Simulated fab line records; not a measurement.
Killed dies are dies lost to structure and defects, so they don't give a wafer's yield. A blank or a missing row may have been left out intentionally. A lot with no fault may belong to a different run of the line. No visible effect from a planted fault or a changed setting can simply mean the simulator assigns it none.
A struck lot beside a sound one | flow ritCmos | 22 steps out of a route of 202
Sound: these wafers, L586.1, L586.4, L586.5. Wafers struck: L593.1, L593.3, L593.5. The cause comes at the end.
At each step with rows: each side's tool, then ch and its chambers, then its first start. Under that, the readings that differ: sound wafers | struck wafers | difference of the means | sigmas: that difference in standard deviations of wafers without a fault.
alike: readings with means less than 2 such deviations apart, plus words and numbers identical on both sides. not compared: withheld readings, readings lacking a value on some wafer, bounds such as >300 that could conceal the same value, and numbers that have no deviation in the record and whose values overlap.
A row with sigmas, a row that says differs or no value, or rows on one side alone: a step with any of these is where the two part. Numbers that have no deviation but don't overlap get no sigmas and don't part them. A reading missing from all wafers of one side parts the sides only when that side holds two or more wafers.

first, 2 steps without rows for these wafers: RIT_NSD_HARDBAKE_07 (time 60 s); RIT_NSD_IMPLANT_08.
RIT_NSD_STRIP_09: strips in O2, time 180 s.
  sound on plasmaAsher-01 ch 1, day 3 06:19; struck on plasmaAsher-01 ch 1, day 4 16:46
  alike: drypumpMotorCurrentA, o2FlowSccm
  not compared: rfHoursCounterH
RIT_NSD_TW_MEAS_10:
  sound on filmMetro-02 at day 3 06:29; struck on filmMetro-04 at day 4 16:57
  alike: NSD_TW
then, 6 steps without rows for these wafers: RIT_PSD_HMDS_00 (prime time 60 s); RIT_PSD_COAT_01 (resist thk 1000 nm); RIT_PSD_SOFTBAKE_02 (time 60 s); RIT_PSD_EXPOSE_03 (exposes mask M10, target cd 40900 nm); RIT_PSD_PEB_04; RIT_PSD_DEVELOP_05 (develop time 50 s).
RIT_PSD_OVL_MEAS_06:
  sound on overlay-02 at day 3 07:32; struck on overlay-01 at day 4 17:52
  alike: PSD_OVL
then, 1 step without rows for these wafers: RIT_PSD_HARDBAKE_07 (time 60 s).
RIT_PSD_IMPLANT_08:
  sound on implanter-03 ch 0, day 3 07:43; struck on implanter-03 ch 0, day 4 18:03
reading                  | sound                | struck               | difference | sigmas
beamEnergyKeV            | 26.999 26.979 26.982 | 18.903 18.898 18.901 | -8.086     | -99 or more
model.implant.rpNm (nm)  | 21.81 21.81 21.81    | 16.77 16.77 16.77    | -5.04      | 
model.implant.drpNm (nm) | 12.05 12.05 12.05    | 9.372 9.372 9.372    | -2.678     | 
RIT_PSD_STRIP_09: strips in O2, time 180 s.
  sound on plasmaAsher-03 ch 0,1, day 3 07:52; struck on plasmaAsher-02 ch 0,1, day 4 18:12
  alike: drypumpMotorCurrentA, o2FlowSccm
  not compared: rfHoursCounterH
RIT_PSD_TW_MEAS_10:
  sound on filmMetro-02 at day 3 08:02; struck on filmMetro-01 at day 4 18:22
reading | sound          | struck         | difference | sigmas
PSD_TW  | 3435 3407 3430 | 3139 3144 3154 | -278       | -17
then, 3 steps without rows for these wafers: RIT_SDANNEAL_CLEAN_00 (cleans in SC1, time 600 s); RIT_SDANNEAL_CLEAN_01 (cleans in dHF, time 30 s); RIT_SDANNEAL_CLEAN_02 (cleans in SC2, time 600 s).
RIT_SDANNEAL_RTA_03: time 5 s.
  sound on rtpAnneal-01 ch 0, day 3 08:30; struck on rtpAnneal-01 ch 0, day 4 18:50
  alike: wafer_temp_C_max
RIT_SDANNEAL_RS_MEAS_04: a four-point-probe measurement.
  sound on filmMetro-04 at day 3 08:34; struck on filmMetro-04 at day 4 18:53
reading         | sound                | struck               | difference | sigmas
PSD_RS (ohm/sq) | 116.07 115.88 115.98 | 138.62 138.15 138.13 | +22.32     | +93
RIT_SDANNEAL_RS_MEAS_05: a four-point-probe measurement.
  sound on filmMetro-04 at day 3 08:41; struck on filmMetro-04 at day 4 19:01
  alike: NSD_RS
RIT_M1_PROBE_99:
  sound on prober-02 at day 3 15:49; struck on prober-01 at day 5 03:39
reading                                   | sound                | struck               | difference | sigmas
killed_at_M0_to_M3                        | 0 0 0                | 1 0 0                | +0         | +2
model.etest.contactPplus.endOhmUm         | 43.14 44.48 43.46    | 61.42 60.64 61.73    | +17.57     | 
model.etest.nwellPinched.rsOhmSq          | 342.2 340.6 342.2    | 335.8 331.9 329.1    | -9.4       | 
model.etest.diodePplusNwell.bvV (V)       | 6.643 6.654 6.624    | 6.262 6.153 6.165    | -0.447     | 
model.etest.vpnp.gain                     | 1.061 1.055 1.058    | 0.816 0.8137 0.8164  | -0.243     | 
model.etest.pmos_0p15.junctionLog10AUm    | -13.89 -13.66 -13.75 | -13.44 -13.61 -13.58 | +0.22      | 
model.etest.diodePplusNwell.leakLog10ACm2 | -6.373 -6.301 -6.294 | -5.879 -6.152 -5.862 | +0.358     | 
model.etest.diodePplusNwell.cjFfUm2       | 1.687 1.686 1.692    | 1.864 1.885 1.879    | +0.188     | 
model.etest.diodePplusComb.cjFfUm2        | 1.994 1.995 2.003    | 2.145 2.158 2.163    | +0.158     | 
  alike: killedAtContacts, killedAtFrontEnd, killedDies, killedOpen, killedShort

WHERE THEY PART
Last at RIT_M1_PROBE_99 as far as this record goes, first at RIT_PSD_IMPLANT_08.

WHY: what had been put in by the simulator
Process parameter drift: implanter-03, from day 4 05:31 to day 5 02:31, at RIT_PSD_IMPLANT_08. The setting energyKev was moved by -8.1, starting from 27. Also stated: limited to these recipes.
